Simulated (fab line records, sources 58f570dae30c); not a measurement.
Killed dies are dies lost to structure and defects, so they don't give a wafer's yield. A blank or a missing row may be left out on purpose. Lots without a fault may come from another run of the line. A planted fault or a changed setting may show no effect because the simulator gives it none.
Which tool did it? | flow berkeley_cmos170 | 14 lots, 42 wafers sampled, at 4 steps of a route of 331

WHAT THE GAUGES READ, wafer by wafer
UCB170_NVT_TW_MEAS_09. Usual: NVT_TW 525.1, standard deviation 2.4.
lot  | measured     | on            | NVT_TW                              | flag
L214 | day 5 11:29  | film_metro-01 | 523.1 527.7 521.9                   |
L217 | day 5 21:02  | film_metro-03 | 525.6 525.4 526.0                   |
L216 | day 5 21:19  | film_metro-01 | 524.7 524.3 521.9                   |
L218 | day 6 09:50  | film_metro-02 | 527.4 526.5 528.5                   |
L219 | day 6 10:07  | film_metro-03 | 526.2 526.2 524.2                   |
L220 | day 7 03:16  | film_metro-03 | 529.6 529.1 525.3                   |
L222 | day 7 08:08  | film_metro-02 | 521.7 524.5 524.5                   |
L223 | day 7 08:22  | film_metro-03 | 526.5 526.8 524.3                   |
L224 | day 7 22:25  | film_metro-02 | 524.1 522.2 523.9                   |
L226 | day 8 03:27  | film_metro-01 | 521.1 521.0 522.4                   |
L232 | day 9 18:26  | film_metro-03 | 468.7 472.7 468.6 467.9 471.4 467.7 | OFF
L234 | day 9 23:57  | film_metro-02 | 527.0 525.8 523.2                   |
L233 | day 10 00:05 | film_metro-03 | 469.7 471.0 469.9 471.4 470.8 471.7 | OFF
L237 | day 10 07:16 | film_metro-03 | 525.8 524.9 526.7                   |

UCB170_GATE_OVL_MEAS_13. Usual: GATE_OVL -2 nm, standard deviation 5.1.
lot  | measured     | on         | GATE_OVL (nm) | flag
L214 | day 5 23:45  | overlay-02 | 3 8 3         |
L217 | day 6 12:43  | overlay-01 | -12 -9 -6     |
L216 | day 6 13:01  | overlay-01 | -4 -2 -1      |
L218 | day 7 03:01  | overlay-01 | -6 -7 -4      |
L219 | day 7 03:17  | overlay-01 | -7 -11 -9     |
L220 | day 7 17:52  | overlay-01 | 7 2 -2        |
L222 | day 8 02:38  | overlay-01 | -5 -5 -8      |
L223 | day 8 02:32  | overlay-02 | -2 2 8        |
L224 | day 8 16:40  | overlay-02 | -5 -7 -3      |
L226 | day 8 21:01  | overlay-02 | 1 8 1         |
L232 | day 10 12:16 | overlay-02 | -8 -3 -2      |
L234 | day 10 09:04 | overlay-02 | -5 1 -6       |
L233 | day 10 12:43 | overlay-02 | 8 -6 0        |
L237 | day 10 18:58 | overlay-02 | -3 2 -2       |

UCB170_NLDD_CD_MEAS_06: target cd 1200 nm. Usual: cd_nm 1200.2 nm, standard deviation 1.4.
lot  | measured     | on        | cd_nm (nm)           | flag
L214 | day 6 03:28  | cd_sem-01 | 1200.6 1200.7 1200.8 |
L217 | day 6 17:08  | cd_sem-01 | 1200.9 1201.3 1199.6 |
L216 | day 6 17:28  | cd_sem-01 | 1199.4 1199.3 1199.5 |
L218 | day 7 06:31  | cd_sem-01 | 1200.1 1198.8 1199.8 |
L219 | day 7 07:40  | cd_sem-02 | 1202.2 1200.2 1201.3 |
L220 | day 7 21:13  | cd_sem-02 | 1197.9 1199.8 1198.2 |
L222 | day 8 06:46  | cd_sem-02 | 1201.8 1200.5 1200.4 |
L223 | day 8 06:07  | cd_sem-02 | 1202.7 1204.7 1202.9 |
L224 | day 8 23:29  | cd_sem-02 | 1200.4 1201.3 1201.1 |
L226 | day 9 01:58  | cd_sem-02 | 1201.2 1201.7 1200.9 |
L232 | day 10 16:10 | cd_sem-02 | 1200.6 1201.7 1200.8 |
L234 | day 10 13:50 | cd_sem-01 | 1198.8 1199.2 1198.1 |
L233 | day 10 16:50 | cd_sem-01 | 1199.1 1197.8 1198.3 |
L237 | day 10 22:21 | cd_sem-02 | 1201.6 1200.8 1200.2 |

WHICH TOOL RAN EACH LOT (tool, then ch and the chambers of the sampled wafers, then the start)
lot  | UCB170_NVT_IMPLANT_07
L214 | implanter-03 ch 0, day 5 11:14
L217 | implanter-03 ch 0, day 5 20:47
L216 | implanter-01 ch 0, day 5 21:07
L218 | implanter-03 ch 0, day 6 09:37
L219 | implanter-04 ch 0, day 6 09:52
L220 | implanter-03 ch 0, day 7 03:01
L222 | implanter-01 ch 0, day 7 07:53
L223 | implanter-04 ch 0, day 7 08:07
L224 | implanter-01 ch 0, day 7 22:11
L226 | implanter-03 ch 0, day 8 03:13
L232 | implanter-04 ch 0, day 9 18:11
L234 | implanter-03 ch 0, day 9 23:43
L233 | implanter-04 ch 0, day 9 23:53
L237 | implanter-03 ch 0, day 10 07:01
- UCB170_NVT_IMPLANT_07

WHAT THE TOOLS THEMSELVES READ (means of the sampled wafers that have a number; where no wafer has one, the mark that the record gives instead)
UCB170_NVT_IMPLANT_07. Usual: beam_energy_keV 50.001, standard deviation 0.017; tilt_deg 7.000 degrees, standard deviation 0.02.
lot  | tool         | beam_energy_keV | tilt_deg (degrees) | flag
L214 | implanter-03 | 50.005          | 7.008              |
L217 | implanter-03 | 50.003          | 7.000              |
L216 | implanter-01 | 50.011          | 7.000              |
L218 | implanter-03 | 50.016          | 7.013              |
L219 | implanter-04 | 49.985          | 6.990              |
L220 | implanter-03 | 49.982          | 7.042              |
L222 | implanter-01 | 50.005          | 7.019              |
L223 | implanter-04 | 49.987          | 6.966              |
L224 | implanter-01 | 50.002          | 6.999              |
L226 | implanter-03 | 49.996          | 7.024              |
L232 | implanter-04 | 32.513          | 6.982              | OFF
L234 | implanter-03 | 50.004          | 6.996              |
L233 | implanter-04 | 32.498          | 6.978              | OFF
L237 | implanter-03 | 50.006          | 6.992              |

THE ANSWER, worked out from the rows above alone
Rule: a lot is off if the mean of its wafers that have a number lies more than 3 standard deviations from the usual mean. A lot without any number at a reading at which 4 lots or more have one is off too. The other lots that the step has rows for count as sound. The gauges are gone through in route order, then the tools' own readings, and for those a lot's mean is taken as printed above. The first step at which some lot is off is used, and at that step the reading that is off furthest; a lot without a number counts as furthest.
Off: L232, L233, at UCB170_NVT_TW_MEAS_09 (NVT_TW).
A tool fits if, at a process step before that reading, it ran every lot that is off, and no sound lot after the first of them. The gauges at UCB170_NVT_TW_MEAS_09 aren't tried: what is off there is off at UCB170_NVT_IMPLANT_07 too, on other tools, and a gauge's error can't cause that. One fits: implanter-04 at UCB170_NVT_IMPLANT_07. Its last sound lot is L223 (day 7 08:07), its first lot that is off L232 (day 9 18:11): a fault that began between those two fits.
The tool's own readings at UCB170_NVT_IMPLANT_07 bear it out: on the lots that are off they differ by more than 5 times the standard deviation of the sound lots' means. beam_energy_keV reads 32.505 there against 50.000 on the sound lots.

WHAT THE SIMULATOR HAD PUT IN
Process parameter drift: implanter-04, from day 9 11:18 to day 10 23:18, at UCB170_NVT_IMPLANT_07. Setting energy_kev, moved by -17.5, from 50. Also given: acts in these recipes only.
Lots struck among those shown: L232, L233. The rule above found the same.
